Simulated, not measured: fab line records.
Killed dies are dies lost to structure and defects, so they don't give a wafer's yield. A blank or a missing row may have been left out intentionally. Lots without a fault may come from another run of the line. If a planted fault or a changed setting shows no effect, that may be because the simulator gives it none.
Which of the tools did it? | flow berkeley-cmos170 | 14 lots, 42 wafers sampled, at 5 steps of a route of 331

WHAT EACH GAUGE READ, for each wafer
UCB170_PSD_OVL_MEAS_07.
lot  | measured     | on         | PSD_OVL (nm)
L747 | day 7 01:00  | overlay-01 | 9 8 1
L751 | day 7 01:09  | overlay-02 | -3 -6 -7
L748 | day 7 01:16  | overlay-01 | 5 14 15
L750 | day 7 01:26  | overlay-02 | -2 3 2
L749 | day 7 01:32  | overlay-02 | -6 -4 -7
L752 | day 7 14:17  | overlay-01 | -1 5 1
L758 | day 8 18:42  | overlay-02 | 0 3 2
L761 | day 9 10:38  | overlay-01 | 1 -3 -3
L763 | day 9 21:05  | overlay-01 | 1 6 -1
L766 | day 10 10:10 | overlay-02 | -1 -1 8
L764 | day 10 10:26 | overlay-02 | 1 -5 1
L768 | day 10 10:43 | overlay-01 | 7 0 10
L769 | day 11 07:32 | overlay-02 | -1 -3 -9
L770 | day 11 19:27 | overlay-01 | -2 -4 -3

UCB170_CONTACT_CD_MEAS_90 targets a cd of 700 nm.
lot  | measured     | on        | cd-nm (nm)
L747 | day 7 11:28  | cd-sem-01 | 701.5 699.9 700.0
L751 | day 7 11:12  | cd-sem-02 | 701.8 701.1 700.1
L748 | day 7 10:56  | cd-sem-01 | 699.7 701.5 699.5
L750 | day 7 12:38  | cd-sem-02 | 701.8 701.3 701.7
L749 | day 7 12:58  | cd-sem-01 | 702.9 701.0 700.9
L752 | day 7 23:56  | cd-sem-01 | 702.0 701.7 701.9
L758 | day 9 06:14  | cd-sem-02 | 702.2 704.6 702.6
L761 | day 9 19:06  | cd-sem-01 | 699.5 700.4 699.4
L763 | day 10 08:50 | cd-sem-01 | 701.7 701.1 700.9
L766 | day 10 19:21 | cd-sem-01 | 699.3 697.9 699.3
L764 | day 10 19:37 | cd-sem-02 | 700.3 700.7 698.7
L768 | day 10 23:29 | cd-sem-02 | 701.5 701.7 700.1
L769 | day 11 21:41 | cd-sem-01 | 702.1 701.5 701.0
L770 | day 12 08:28 | cd-sem-01 | 696.9 696.3 697.6

UCB170_V1_THK_MEAS_01.
lot  | measured     | on            | V1_TEOS_THK (nm)
L747 | day 7 16:37  | film-metro-04 | 1950 1990 1997
L751 | day 7 16:36  | film-metro-02 | 1974 1965 2016
L748 | day 7 16:36  | film-metro-03 | 1976 2004 2016
L750 | day 7 16:46  | film-metro-04 | 1999 2046 2067
L749 | day 7 16:45  | film-metro-03 | 1960 1984 1998
L752 | day 8 05:31  | film-metro-02 | 1996 2007 2002
L758 | day 9 12:38  | film-metro-03 | 2739 2724 2782
L761 | day 10 01:53 | film-metro-02 | 2700 2776 2759
L763 | day 10 15:14 | film-metro-03 | 1975 1949 2006
L766 | day 11 02:22 | film-metro-02 | 1995 1991 1999
L764 | day 11 02:21 | film-metro-04 | 1993 2007 2033
L768 | day 11 05:50 | film-metro-02 | 1944 1941 1983
L769 | day 12 03:40 | film-metro-04 | 1968 1996 1992
L770 | day 12 15:49 | film-metro-04 | 1984 2007 1978

TOOL THAT RAN EACH LOT (tool first, then ch and the chambers of the sampled wafers, then the start)
lot  | UCB170_CONTACT_STRIP_06              | UCB170_V1_CVD_00
L747 | plasma-asher-04 ch 0,1, day 7 09:22  | pecvd-02 ch 0,1, day 7 16:26
L751 | plasma-asher-03 ch 0,1, day 7 09:22  | pecvd-03 ch 0,1,2, day 7 16:26
L748 | plasma-asher-04 ch 0,1, day 7 08:42  | pecvd-04 ch 0,1, day 7 16:26
L750 | plasma-asher-01 ch 0,1, day 7 10:29  | pecvd-04 ch 0,1, day 7 16:36
L749 | plasma-asher-04 ch 0,1, day 7 10:37  | pecvd-03 ch 0,1, day 7 16:36
L752 | plasma-asher-03 ch 0,1, day 7 22:19  | pecvd-03 ch 0,1, day 8 05:21
L758 | plasma-asher-01 ch 1, day 9 04:04    | pecvd-04 ch 0,2, day 9 12:24
L761 | plasma-asher-03 ch 0,1, day 9 17:18  | pecvd-04 ch 0,1, day 10 01:42
L763 | plasma-asher-01 ch 0, day 10 05:56   | pecvd-02 ch 0,1,2, day 10 15:04
L766 | plasma-asher-04 ch 0,1, day 10 17:01 | pecvd-02 ch 1,2, day 11 02:12
L764 | plasma-asher-01 ch 0,1, day 10 17:27 | pecvd-03 ch 0,1,2, day 11 02:12
L768 | plasma-asher-03 ch 0,1, day 10 21:22 | pecvd-02 ch 1,2, day 11 05:40
L769 | plasma-asher-01 ch 0,1, day 11 20:04 | pecvd-02 ch 0,1,2, day 12 03:31
L770 | plasma-asher-03 ch 0,1, day 12 06:20 | pecvd-03 ch 0,1, day 12 15:38
- UCB170_CONTACT_STRIP_06: strips in O2.
- UCB170_V1_CVD_00: deposits SiO2 from TEOS/O2, target thk 2000 nm, time 250 s.

AS READ BY THE TOOLS THEMSELVES (means over the sampled wafers that have a number; for cases with no such wafer, the mark the record gives instead)
UCB170_CONTACT_STRIP_06.
lot  | tool            | drypump-motor-current-A (A) | oes-product-au (a.u.) | strip-time-to-endpoint-s (s)
L747 | plasma-asher-04 | 6.1                         | 0.736                 | 22.06
L751 | plasma-asher-03 | 5.5                         | 0.734                 | 21.96
L748 | plasma-asher-04 | 6.2                         | 0.737                 | 21.88
L750 | plasma-asher-01 | 6.2                         | 0.732                 | 21.85
L749 | plasma-asher-04 | 6.2                         | 0.733                 | 22.00
L752 | plasma-asher-03 | 5.5                         | 0.736                 | 22.03
L758 | plasma-asher-01 | 5.9                         | 0.732                 | 21.99
L761 | plasma-asher-03 | 5.5                         | 0.734                 | 22.00
L763 | plasma-asher-01 | 6.3                         | 0.733                 | 21.95
L766 | plasma-asher-04 | 6.1                         | 0.736                 | 21.90
L764 | plasma-asher-01 | 6.0                         | 0.734                 | 22.01
L768 | plasma-asher-03 | 5.5                         | 0.733                 | 21.93
L769 | plasma-asher-01 | 6.2                         | 0.741                 | 21.94
L770 | plasma-asher-03 | 5.5                         | 0.735                 | 21.94

UCB170_V1_CVD_00.
lot  | tool     | heater-power-w (W) | pressure-mtorr (mTorr) | rf-fwd-power-W (W) | run-length-s (s)
L747 | pecvd-02 | 242                | 8978                   | 549.0              | 278.2
L751 | pecvd-03 | 311                | 8982                   | 548.7              | 278.8
L748 | pecvd-04 | 258                | 8996                   | 548.8              | 278.5
L750 | pecvd-04 | 282                | 9006                   | 549.3              | 278.1
L749 | pecvd-03 | 256                | 9010                   | 548.6              | 278.5
L752 | pecvd-03 | 214                | 8997                   | 549.1              | 278.3
L758 | pecvd-04 | 272                | 8981                   | 548.5              | 371.5
L761 | pecvd-04 | 246                | 8994                   | 547.9              | 371.3
L763 | pecvd-02 | 220                | 9003                   | 547.9              | 278.1
L766 | pecvd-02 | 279                | 9018                   | 547.2              | 278.4
L764 | pecvd-03 | 263                | 9014                   | 547.4              | 278.5
L768 | pecvd-02 | 281                | 9005                   | 549.7              | 278.4
L769 | pecvd-02 | 228                | 8990                   | 547.4              | 278.5
L770 | pecvd-03 | 247                | 8994                   | 549.3              | 278.3

THE ANSWER, worked out from the rows above alone
Rule: usual is defined by the lots themselves. Put in order of their means at a reading, lots are off if they are a third of the lots or fewer, leave a main group of 4 or more, and stand apart from it by a gap of 3 or more times the standard deviation of the main group's means; of several such gaps the widest counts. A main group whose means are all the same, to the digits that the tables above print for the reading, isn't used. Also off: a lot with no number at a reading for which 4 or more lots have one. Where the step has rows for the other lots, those lots are counted as sound. After the gauges, taken in route order, come the tools' own readings; for these a lot's mean is taken, as printed above. At the first step where some lot is off, the reading lying furthest off is the one used; lots without a number count as furthest.
Off: L758, L761, seen at UCB170_V1_THK_MEAS_01 (V1_TEOS_THK). Main group: mean 1991 nm, sd 19.
If a tool, at a process step before that reading, ran all the lots that are off and no sound lot after the first of them, it fits. The gauges at UCB170_V1_THK_MEAS_01 aren't tried: what is off there is off at UCB170_V1_CVD_00 too, on other tools, and a gauge's error can't cause that. One fits: pecvd-04 at UCB170_V1_CVD_00. Its last sound lot is L750 (day 7 16:36), its first lot that is off L758 (day 9 12:24): a fault that began between those two fits.
The tool's own readings at UCB170_V1_CVD_00 bear it out: on the lots that are off they differ by more than 5 times the standard deviation of the sound lots' means. run-length-s reads 371.4 s there against 278.4 s on the sound lots.

WHAT WAS PUT IN BY THE SIMULATOR
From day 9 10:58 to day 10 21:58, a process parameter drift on pecvd-04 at UCB170_V1_CVD_00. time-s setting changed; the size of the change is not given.
Struck lots among those shown: L758, L761. This agrees with what the rule above found.
